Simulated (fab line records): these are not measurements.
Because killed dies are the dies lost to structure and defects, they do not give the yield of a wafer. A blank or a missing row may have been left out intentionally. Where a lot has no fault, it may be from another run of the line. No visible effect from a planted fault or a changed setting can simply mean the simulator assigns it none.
fab line records	flow berkeley-cmos170	part 1 of 2: steps 1 to 27 of 37
[record] lots = 5	wafers = 15	last-day = 12
route steps=331 shown PSD@181 NSD@187 BACKSIDE@199 SDANNEAL@204 PLDD@208 NLDD@209 SILICIDE@210 CONTACT@216
lots that met no fault: from a run of the same line without faults
start-h: hours from the record's opening day to when the first of the lot's shown wafers began	wait-h: time in hours since the lot's previous step	" the same as in the row above	L1.1+2: a single row standing in for several wafers	- either no value or no given start	* or withheld: withheld	< > ~ a bound
route shown NAME@n: a module of which the file shows steps, and the number in the route of the first	usual: mean/standard deviation taken from wafers without a fault	same: alike in all rows	chamber/n: place in a boat	sites: the reading at each site	_std_site: standard deviation of those values	_edge_site: the outer-site mean with the inner-site mean subtracted	radius-mm: how far each site lies from the wafer's centre	mask NAME#n: copy n	behind: tool/chamber where the wafer was last shaped	hold: reason for holding the lot/hours on hold/outcome of the hold	device: whichever transistor did not switch (one of n, p or np)	end of line: the route-end tests of the same wafers	a step with no rows: only its recipe	killed: count of dies lost to structure and defects at first sort (not the wafer's yield)	map: per-die view of a wafer (x killed, . not killed, _ where there is no die)
set.NAME: the setting that was run; set.NAME@STEP: the one run at that earlier step	model.NAME: the simulator's own value behind a step, which no gauge read
a table for each step, a row for each wafer; lots at some steps of the route
services: when a tool's chamber went out of use (start-h, in hours from the record's first day, below 0 if earlier), for how many hours, and the reason
[[steps]]
[step UCB170_PSD_CD_MEAS_06]
[recipe] target-cd-nm = 1200
[usual] cd-nm = 1200.1/1.2
lot.wafer	tool	chamber	start-h	wait-h	cd-nm
L079.1	cd-sem-02	-	200.05	-	1199.6
L079.5	"	-	"	"	1197.6
L079.6	"	-	"	"	1198.1
L077.2	cd-sem-01	-	201.05	-	1201.2
L077.4	"	-	"	"	1202.6
L077.5	"	-	"	"	1200.1
L085.1	cd-sem-02	-	221.46	-	1203.3
L085.4	"	-	"	"	1202.2
L085.5	"	-	"	"	1201.8
L089.1	cd-sem-02	-	232.47	-	1200.8
L089.2	"	-	"	"	1201.0
L089.5	"	-	"	"	1202.3
L093.2	cd-sem-01	-	251.77	-	1198.5
L093.3	"	-	"	"	1199.1
L093.6	"	-	"	"	1201.4
[step UCB170_PSD_OVL_MEAS_07]
[usual] PSD_OVL = -5/6.1
lot.wafer	tool	chamber	start-h	wait-h	PSD_OVL[nm]
L079.1	overlay-02	-	200.17	0.1	5
L079.5	"	-	"	"	6
L079.6	"	-	"	"	2
L077.2	overlay-02	-	201.16	0.1	-8
L077.4	"	-	"	"	0
L077.5	"	-	"	"	4
L085.1	overlay-02	-	221.58	0.1	-3
L085.4	"	-	"	"	-9
L085.5	"	-	"	"	1
L089.1	overlay-01	-	232.59	0.1	-9
L089.2	"	-	"	"	-6
L089.5	"	-	"	"	-7
L093.2	overlay-02	-	251.87	0.1	-6
L093.3	"	-	"	"	-6
L093.6	"	-	"	"	-4
[step UCB170_PSD_IMPLANT_08]
[recipe] species = B	dose-cm2 = 3e+15	energy-kev = 20.28	tilt-deg = 7
[usual] faraday-current-uA = 9261/180
lot.wafer	tool	chamber	start-h	wait-h	faraday-current-uA
L079.1	implanter-03	0	200.21	0.0	9551
L079.5	"	0	"	"	9179
L079.6	"	0	"	"	9049
L077.2	implanter-01	0	201.24	0.1	9387
L077.4	"	0	"	"	9265
L077.5	"	0	"	"	9335
L085.1	implanter-01	0	221.61	0.0	9482
L085.4	"	0	"	"	9215
L085.5	"	0	"	"	9208
L089.1	implanter-02	0	232.63	0.0	9399
L089.2	"	0	"	"	9406
L089.5	"	0	"	"	8843
L093.2	implanter-03	0	251.93	0.0	9183
L093.3	"	0	"	"	9336
L093.6	"	0	"	"	9267
[step UCB170_PSD_STRIP_09]
[recipe] chemistry = O2	power-w = 400	pressure-mtorr = 3500	platen-temp-c = withheld	o2-flow-sccm = 400	overash-fraction = 0.5
[usual] chamber-pressure-mTorr = 3500/3.2	drypump-motor-current-A = 6.0/0.42	oes-product-au = 0.598/0.0049	strip-time-to-endpoint-s = 29.50/0.069
[same] overash-fraction = 0.5
lot.wafer	tool	chamber	start-h	wait-h	chamber-pressure-mTorr	drypump-motor-current-A	oes-product-au	rf-hours-counter-h	strip-time-to-endpoint-s
L079.1	plasma-asher-03	1	200.36	0.1	3500	5.3	0.600	44	29.59
L079.5	"	1	"	"	3504	5.3	0.602	-	29.55
L079.6	"	0	"	"	3495	5.6	0.606	-	29.59
L077.2	plasma-asher-02	0	201.36	0.1	3501	6.4	0.600	49	29.38
L077.4	"	1	"	"	3502	5.9	0.585	-	29.39
L077.5	"	0	"	"	3502	6.4	0.593	-	29.36
L085.1	plasma-asher-02	1	221.76	0.1	3497	5.9	0.604	51	29.47
L085.4	"	0	"	"	3497	6.4	0.592	-	29.50
L085.5	"	1	"	"	3501	5.9	0.594	-	29.52
L089.1	plasma-asher-04	0	232.78	0.1	3498	6.6	0.601	47	29.56
L089.2	"	1	"	"	3494	6.1	0.594	47	29.53
L089.5	"	0	"	"	3501	6.6	0.591	-	29.56
L093.2	plasma-asher-02	1	252.05	0.1	3499	5.9	0.600	55	29.52
L093.3	"	0	"	"	3500	6.4	0.589	-	29.49
L093.6	"	1	"	"	3500	5.9	0.593	-	29.44
[step UCB170_PSD_TW_MEAS_10]
[usual] PSD_TW = 2327/20
lot.wafer	tool	chamber	start-h	wait-h	PSD_TW
L079.1	film-metro-01	-	200.46	0.1	2350
L079.5	"	-	"	"	2350
L079.6	"	-	"	"	2346
L077.2	film-metro-02	-	201.47	0.1	2305
L077.4	"	-	"	"	2302
L077.5	"	-	"	"	2296
L085.1	film-metro-02	-	221.86	0.1	2316
L085.4	"	-	"	"	2308
L085.5	"	-	"	"	2295
L089.1	film-metro-01	-	232.88	0.1	2337
L089.2	"	-	"	"	2337
L089.5	"	-	"	"	2331
L093.2	film-metro-02	-	252.16	0.1	2311
L093.3	"	-	"	"	2305
L093.6	"	-	"	"	2307
[step UCB170_PSD_CLEAN_11]
[recipe] chemistry = SPM	temp-c = 120	time-s = 600
[usual] temp-c = 119.98/0.13
lot.wafer	tool	chamber	start-h	wait-h	temp-c
L079.1	wet-bench-01	0	200.52	0.1	120.27
L079.5	"	0	"	"	120.11
L079.6	"	0	"	"	120.22
L077.2	wet-bench-01	1	201.64	0.2	120.17
L077.4	"	1	"	"	119.77
L077.5	"	1	"	"	120.10
L085.1	wet-bench-01	0	221.92	0.1	120.09
L085.4	"	0	"	"	120.09
L085.5	"	0	"	"	119.87
L089.1	wet-bench-02	1	235.13	2.2	119.98
L089.2	"	1	"	"	119.94
L089.5	"	1	"	"	119.96
L093.2	wet-bench-01	2	252.81	0.6	119.82
L093.3	"	2	"	"	120.12
L093.6	"	2	"	"	120.09
[step UCB170_NSD_HMDS_00]
[recipe] prime-time-s = 60	prime-temp-c = 100
lot.wafer	tool	chamber	start-h	wait-h
L079.1+5+6	litho-track-03	0	200.87	0.2
L077.2+4+5	litho-track-01	0	202.19	0.4
L085.1+4+5	litho-track-04	0	222.18	0.1
L089.1+2+5	litho-track-04	0	235.68	0.4
L093.2+3+6	litho-track-04	0	253.29	0.3
[step UCB170_NSD_COAT_01]
[recipe] resist = KrF	spin-rpm = 1500	resist-thk-nm = 900
[usual] spin-speed-rpm = 1499.9/0.91
lot.wafer	tool	chamber	start-h	wait-h	spin-speed-rpm
L079.1	litho-track-03	0	201.02	0.1	1500.5
L079.5	"	0	"	"	1499.9
L079.6	"	0	"	"	1499.3
L077.2	litho-track-01	0	202.34	0.1	1499.6
L077.4	"	0	"	"	1500.0
L077.5	"	0	"	"	1498.9
L085.1	litho-track-04	0	222.33	0.1	1499.2
L085.4	"	0	"	"	1499.4
L085.5	"	0	"	"	1500.4
L089.1	litho-track-04	0	235.83	0.1	1499.9
L089.2	"	0	"	"	1500.5
L089.5	"	0	"	"	1500.6
L093.2	litho-track-04	0	253.44	0.1	1499.2
L093.3	"	0	"	"	1498.7
L093.6	"	0	"	"	1499.5
[step UCB170_NSD_SOFTBAKE_02]
[recipe] resist = KrF	temp-c = 130	time-s = 60
lot.wafer	tool	chamber	start-h	wait-h
L079.1+5+6	litho-track-03	0	201.17	0.1
L077.2+4+5	litho-track-01	0	202.49	0.1
L085.1+4+5	litho-track-04	0	222.48	0.1
L089.1+2+5	litho-track-04	0	235.98	0.1
L093.2+3+6	litho-track-04	0	253.59	0.1
[step UCB170_NSD_EXPOSE_03]
[recipe] mask-id = NSELECT_MOD	na = 0.5	sigma-outer = 0.6	source-shape = conventional	target-cd-nm = 1200	dose-mj = 30
[usual] exposure-dose-mJ-cm2 = 30.00/0.035
lot.wafer	tool	chamber	start-h	wait-h	mask	exposure-dose-mJ-cm2
L079.1	krf-scanner-02	0	201.32	0.1	NSELECT_MOD#0	30.04
L079.5	"	0	"	"	NSELECT_MOD#0	30.00
L079.6	"	0	"	"	NSELECT_MOD#0	30.04
L077.2	krf-scanner-01	0	202.64	0.1	NSELECT_MOD#0	30.00
L077.4	"	0	"	"	NSELECT_MOD#0	29.96
L077.5	"	0	"	"	NSELECT_MOD#0	29.94
L085.1	krf-scanner-02	0	222.63	0.1	NSELECT_MOD#0	30.00
L085.4	"	0	"	"	NSELECT_MOD#0	30.01
L085.5	"	0	"	"	NSELECT_MOD#0	30.00
L089.1	krf-scanner-01	0	236.13	0.1	NSELECT_MOD#0	29.98
L089.2	"	0	"	"	NSELECT_MOD#0	29.97
L089.5	"	0	"	"	NSELECT_MOD#0	29.99
L093.2	krf-scanner-02	0	254.17	0.6	NSELECT_MOD#0	30.02
L093.3	"	0	"	"	NSELECT_MOD#0	29.99
L093.6	"	0	"	"	NSELECT_MOD#0	30.00
[step UCB170_NSD_PEB_04]
[recipe] peb-temp-c = 130	peb-time-s = withheld	resist = KrF
lot.wafer	tool	chamber	start-h	wait-h
L079.1+5+6	litho-track-01	0	201.44	0.1
L077.2+4+5	litho-track-03	0	203.42	0.8
L085.1+4+5	litho-track-04	0	223.16	0.5
L089.1+2+5	litho-track-03	0	236.66	0.5
L093.2+3+6	litho-track-03	0	254.65	0.5
[step UCB170_NSD_DEVELOP_05]
[recipe] developer = TMAH	develop-time-s = 45	resist = KrF	dev-temp-c = 21
[same] develop-time-s = 45
lot.wafer	tool	chamber	start-h	wait-h
L079.1+5+6	litho-track-01	0	-	-
L077.2+4+5	litho-track-03	0	-	-
L085.1+4+5	litho-track-04	0	-	-
L089.1+2+5	litho-track-03	0	-	-
L093.2+3+6	litho-track-03	0	-	-
[step UCB170_NSD_CD_MEAS_06]
[recipe] target-cd-nm = 1200
[usual] cd-nm = 1199.8/1.5
lot.wafer	tool	chamber	start-h	wait-h	cd-nm
L079.1	cd-sem-02	-	201.72	-	1200.3
L079.5	"	-	"	"	1199.2
L079.6	"	-	"	"	1199.5
L077.2	cd-sem-01	-	203.69	-	1197.7
L077.4	"	-	"	"	1197.5
L077.5	"	-	"	"	1197.6
L085.1	cd-sem-02	-	223.43	-	1198.8
L085.4	"	-	"	"	1198.6
L085.5	"	-	"	"	1199.6
L089.1	cd-sem-02	-	236.93	-	1197.1
L089.2	"	-	"	"	1198.7
L089.5	"	-	"	"	1199.0
L093.2	cd-sem-02	-	255.18	-	1197.9
L093.3	"	-	"	"	1198.4
L093.6	"	-	"	"	1198.0
[step UCB170_NSD_OVL_MEAS_07]
[usual] NSD_OVL = 0/5.8
lot.wafer	tool	chamber	start-h	wait-h	NSD_OVL[nm]
L079.1	overlay-02	-	201.84	0.1	-6
L079.5	"	-	"	"	-4
L079.6	"	-	"	"	-1
L077.2	overlay-01	-	203.80	0.1	0
L077.4	"	-	"	"	2
L077.5	"	-	"	"	-4
L085.1	overlay-01	-	223.55	0.1	-5
L085.4	"	-	"	"	-10
L085.5	"	-	"	"	0
L089.1	overlay-02	-	237.05	0.1	10
L089.2	"	-	"	"	1
L089.5	"	-	"	"	2
L093.2	overlay-02	-	255.28	0.1	-9
L093.3	"	-	"	"	1
L093.6	"	-	"	"	-5
[step UCB170_NSD_IMPLANT_08]
[recipe] species = P	dose-cm2 = 3e+15	energy-kev = 40	tilt-deg = 7
[usual] faraday-current-uA = 9221/180
lot.wafer	tool	chamber	start-h	wait-h	faraday-current-uA
L079.1	implanter-02	0	201.87	0.0	9254
L079.5	"	0	"	"	9082
L079.6	"	0	"	"	9022
L077.2	implanter-04	0	203.86	0.0	9034
L077.4	"	0	"	"	8966
L077.5	"	0	"	"	8929
L085.1	implanter-02	0	223.59	0.0	9169
L085.4	"	0	"	"	9188
L085.5	"	0	"	"	9225
L089.1	implanter-04	0	237.09	0.0	9036
L089.2	"	0	"	"	8934
L089.5	"	0	"	"	9347
L093.2	implanter-02	0	255.34	0.0	9499
L093.3	"	0	"	"	9289
L093.6	"	0	"	"	9190
[step UCB170_NSD_STRIP_09]
[recipe] chemistry = O2	power-w = 400	pressure-mtorr = 3500	platen-temp-c = withheld	o2-flow-sccm = 400	overash-fraction = 0.5
[usual] chamber-pressure-mTorr = 3500/3.5	drypump-motor-current-A = 5.9/0.43	oes-product-au = 0.534/0.0044	strip-time-to-endpoint-s = 35.80/0.075
[same] overash-fraction = 0.5
lot.wafer	tool	chamber	start-h	wait-h	chamber-pressure-mTorr	drypump-motor-current-A	oes-product-au	rf-hours-counter-h	strip-time-to-endpoint-s
L079.1	plasma-asher-03	0	202.02	0.1	3501	5.6	0.537	44	35.65
L079.5	"	1	"	"	3502	5.3	0.543	-	35.76
L079.6	"	0	"	"	3497	5.6	0.533	-	35.70
L077.2	plasma-asher-01	0	203.98	0.1	3497	6.4	0.531	10	35.85
L077.4	"	1	"	"	3493	5.4	0.529	-	35.96
L077.5	"	1	"	"	3501	5.4	0.541	-	35.93
L085.1	plasma-asher-03	1	223.74	0.1	3502	5.3	0.532	47	35.85
L085.4	"	0	"	"	3498	5.6	0.536	-	35.81
L085.5	"	1	"	"	3506	5.3	0.543	-	35.77
L089.1	plasma-asher-03	1	237.24	0.1	3496	5.3	0.533	49	35.86
L089.2	"	0	"	"	3500	5.6	0.538	49	35.83
L089.5	"	1	"	"	3503	5.3	0.533	-	35.83
L093.2	plasma-asher-02	0	255.46	0.1	3499	6.4	0.539	55	35.85
L093.3	"	1	"	"	3501	5.9	0.536	-	35.79
L093.6	"	0	"	"	3502	6.4	0.537	-	35.84
[step UCB170_NSD_TW_MEAS_10]
[usual] NSD_TW = 4188/39
lot.wafer	tool	chamber	start-h	wait-h	NSD_TW
L079.1	film-metro-03	-	202.12	0.1	4201
L079.5	"	-	"	"	4209
L079.6	"	-	"	"	4182
L077.2	film-metro-03	-	204.09	0.1	4167
L077.4	"	-	"	"	4161
L077.5	"	-	"	"	4162
L085.1	film-metro-01	-	223.84	0.1	4181
L085.4	"	-	"	"	4169
L085.5	"	-	"	"	4191
L089.1	film-metro-01	-	237.34	0.1	4178
L089.2	"	-	"	"	4208
L089.5	"	-	"	"	4176
L093.2	film-metro-01	-	255.57	0.1	4208
L093.3	"	-	"	"	4189
L093.6	"	-	"	"	4194
[step UCB170_NSD_CLEAN_11]
[recipe] chemistry = SPM	temp-c = 120	time-s = 600
[usual] temp-c = 119.98/0.14
lot.wafer	tool	chamber	start-h	wait-h	temp-c
L079.1	wet-bench-01	3	202.18	0.1	120.10
L079.5	"	3	"	"	120.24
L079.6	"	3	"	"	120.12
L077.2	wet-bench-01	3	204.14	0.0	119.99
L077.4	"	3	"	"	119.93
L077.5	"	3	"	"	119.87
L085.1	wet-bench-01	0	223.90	0.1	120.01
L085.4	"	0	"	"	120.12
L085.5	"	0	"	"	119.89
L089.1	wet-bench-01	1	237.50	0.2	119.95
L089.2	"	1	"	"	120.13
L089.5	"	1	"	"	119.90
L093.2	wet-bench-03	1	255.62	0.0	119.88
L093.3	"	1	"	"	119.99
L093.6	"	1	"	"	120.10
[step UCB170_BACKSIDE_HMDS_00]
[recipe] prime-time-s = 60	prime-temp-c = 100
lot.wafer	tool	chamber	start-h	wait-h
L079.1+5+6	litho-track-01	0	203.07	0.7
L077.2+4+5	litho-track-03	0	204.87	0.6
L085.1+4+5	litho-track-01	0	224.20	0.1
L089.1+2+5	litho-track-02	0	238.27	0.6
L093.2+3+6	litho-track-03	0	255.82	0.0
[step UCB170_BACKSIDE_COAT_01]
[recipe] resist = KrF	spin-rpm = 1500	resist-thk-nm = 900
[usual] spin-speed-rpm = 1499.8/0.94
lot.wafer	tool	chamber	start-h	wait-h	spin-speed-rpm
L079.1	litho-track-01	0	203.22	0.1	1501.7
L079.5	"	0	"	"	1498.8
L079.6	"	0	"	"	1500.4
L077.2	litho-track-03	0	205.02	0.1	1497.3
L077.4	"	0	"	"	1499.5
L077.5	"	0	"	"	1498.3
L085.1	litho-track-01	0	224.35	0.1	1499.5
L085.4	"	0	"	"	1501.3
L085.5	"	0	"	"	1499.4
L089.1	litho-track-02	0	238.42	0.1	1498.4
L089.2	"	0	"	"	1500.4
L089.5	"	0	"	"	1501.0
L093.2	litho-track-03	0	255.97	0.1	1499.4
L093.3	"	0	"	"	1499.6
L093.6	"	0	"	"	1499.8
[step UCB170_BACKSIDE_SOFTBAKE_02]
[recipe] resist = KrF	temp-c = 130	time-s = 60
lot.wafer	tool	chamber	start-h	wait-h
L079.1+5+6	litho-track-01	0	203.37	0.1
L077.2+4+5	litho-track-03	0	205.17	0.1
L085.1+4+5	litho-track-01	0	224.50	0.1
L089.1+2+5	litho-track-02	0	238.57	0.1
L093.2+3+6	litho-track-03	0	256.12	0.1
[step UCB170_BACKSIDE_STRIP_03]
[recipe] chemistry = O2	power-w = 400	pressure-mtorr = 3500	platen-temp-c = withheld	o2-flow-sccm = 400	overash-fraction = 0.5
[usual] chamber-pressure-mTorr = 3500/3.2	drypump-motor-current-A = 5.9/0.49	oes-product-au = 0.735/0.0048	strip-time-to-endpoint-s = 21.94/0.063
[same] overash-fraction = 0.5
lot.wafer	tool	chamber	start-h	wait-h	chamber-pressure-mTorr	drypump-motor-current-A	oes-product-au	rf-hours-counter-h	strip-time-to-endpoint-s
L079.1	plasma-asher-04	0	203.52	0.1	3503	6.6	0.731	43	22.00
L079.5	"	1	"	"	3503	6.1	0.736	-	22.03
L079.6	"	0	"	"	3498	6.6	0.739	-	22.02
L077.2	plasma-asher-04	0	205.30	0.1	3504	6.6	0.732	44	21.83
L077.4	"	1	"	"	3498	6.1	0.743	-	21.91
L077.5	"	1	"	"	3497	6.1	0.734	-	21.86
L085.1	plasma-asher-03	1	224.65	0.1	3498	5.3	0.735	48	21.93
L085.4	"	1	"	"	3498	5.3	0.742	-	21.93
L085.5	"	1	"	"	3496	5.3	0.729	-	21.94
L089.1	plasma-asher-03	0	238.72	0.1	3502	5.7	0.725	49	21.93
L089.2	"	1	"	"	3495	5.3	0.742	49	21.94
L089.5	"	1	"	"	3501	5.3	0.737	-	21.95
L093.2	plasma-asher-01	1	256.25	0.1	3500	5.4	0.738	16	21.92
L093.3	"	0	"	"	3499	6.4	0.735	-	21.90
L093.6	"	0	"	"	3496	6.4	0.739	-	21.90
[step UCB170_BACKSIDE_CLEAN_04]
[recipe] chemistry = SPM	temp-c = 120	time-s = 600
[usual] temp-c = 120.01/0.13
lot.wafer	tool	chamber	start-h	wait-h	temp-c
L079.1	wet-bench-02	3	203.62	0.1	119.95
L079.5	"	3	"	"	119.93
L079.6	"	3	"	"	119.94
L077.2	wet-bench-03	2	205.40	0.1	120.15
L077.4	"	2	"	"	119.82
L077.5	"	2	"	"	119.95
L085.1	wet-bench-02	2	224.75	0.1	119.87
L085.4	"	2	"	"	120.02
L085.5	"	2	"	"	120.12
L089.1	wet-bench-02	0	239.78	1.0	119.85
L089.2	"	0	"	"	119.90
L089.5	"	0	"	"	119.99
L093.2	wet-bench-03	1	256.35	0.1	119.99
L093.3	"	1	"	"	120.32
L093.6	"	1	"	"	120.00
[step UCB170_SDANNEAL_RTA_00]
[recipe] temp-c = 900	time-s = 10	ambient = N2
[usual] lamp-power-pct = 22.6/2	wafer_temp_C_max = 902.3/0.5
lot.wafer	tool	chamber	start-h	wait-h	lamp-power-pct	wafer_temp_C_max
L079.1	rtp-anneal-01	0	203.79	0.0	24.7	901.0
L079.5	"	0	"	"	24.7	901.7
L079.6	"	0	"	"	24.7	902.3
L077.2	rtp-anneal-02	0	205.59	0.0	20.8	902.5
L077.4	"	0	"	"	20.7	902.5
L077.5	"	0	"	"	20.8	902.6
L085.1	rtp-anneal-02	0	224.93	0.0	20.8	901.8
L085.4	"	0	"	"	20.8	901.8
L085.5	"	0	"	"	20.8	902.0
L089.1	rtp-anneal-01	0	239.97	0.0	24.7	902.7
L089.2	"	0	"	"	24.7	902.5
L089.5	"	0	"	"	24.7	902.1
L093.2	rtp-anneal-02	0	256.54	0.0	20.8	901.6
L093.3	"	0	"	"	20.8	902.4
L093.6	"	0	"	"	20.7	901.9
[step UCB170_SDANNEAL_RTA_01]
[recipe] temp-c = 1050	time-s = 5	ambient = N2
[usual] lamp-power-pct = 35/3	wafer_temp_C_max = 1052.7/0.55
lot.wafer	tool	chamber	start-h	wait-h	lamp-power-pct	wafer_temp_C_max
L079.1	rtp-anneal-01	0	203.86	0.1	38	1053.6
L079.5	"	0	"	"	38	1053.0
L079.6	"	0	"	"	38	1052.8
L077.2	rtp-anneal-02	0	205.65	0.1	32	1052.7
L077.4	"	0	"	"	32	1052.5
L077.5	"	0	"	"	32	1052.8
L085.1	rtp-anneal-02	0	224.99	0.1	32	1054.4
L085.4	"	0	"	"	32	1052.1
L085.5	"	0	"	"	32	1052.9
L089.1	rtp-anneal-01	0	240.04	0.1	38	1052.6
L089.2	"	0	"	"	38	1053.1
L089.5	"	0	"	"	38	1053.0
L093.2	rtp-anneal-02	0	256.60	0.1	32	1052.8
L093.3	"	0	"	"	32	1051.8
L093.6	"	0	"	"	32	1051.8
[step UCB170_SDANNEAL_RS_MEAS_02]
[recipe] thk-meas-gauge = four-point-probe
[usual] PSD_RS = 75.4/0.36
lot.wafer	tool	chamber	start-h	wait-h	PSD_RS[ohm/sq]
L079.1	film-metro-02	-	203.92	0.0	75.2
L079.5	"	-	"	"	75.2
L079.6	"	-	"	"	75.1
L077.2	film-metro-03	-	205.77	0.1	75.4
L077.4	"	-	"	"	75.2
L077.5	"	-	"	"	75.5
L085.1	film-metro-03	-	225.09	0.1	75.7
L085.4	"	-	"	"	75.6
L085.5	"	-	"	"	75.8
L089.1	film-metro-01	-	240.10	0.0	75.2
L089.2	"	-	"	"	75.3
L089.5	"	-	"	"	75.1
L093.2	film-metro-01	-	256.67	0.1	75.5
L093.3	"	-	"	"	75.5
L093.6	"	-	"	"	75.1
[step UCB170_SDANNEAL_RS_MEAS_03]
[recipe] thk-meas-gauge = four-point-probe
[usual] NSD_RS = 37.26/0.08
lot.wafer	tool	chamber	start-h	wait-h	NSD_RS[ohm/sq]
L079.1	film-metro-02	-	204.04	0.1	37.35
L079.5	"	-	"	"	37.25
L079.6	"	-	"	"	37.33
L077.2	film-metro-03	-	205.89	0.1	37.23
L077.4	"	-	"	"	37.17
L077.5	"	-	"	"	37.27
L085.1	film-metro-03	-	225.21	0.1	37.31
L085.4	"	-	"	"	37.40
L085.5	"	-	"	"	37.49
L089.1	film-metro-01	-	240.22	0.1	37.18
L089.2	"	-	"	"	37.16
L089.5	"	-	"	"	37.09
L093.2	film-metro-01	-	256.79	0.1	37.30
L093.3	"	-	"	"	37.36
L093.6	"	-	"	"	37.30
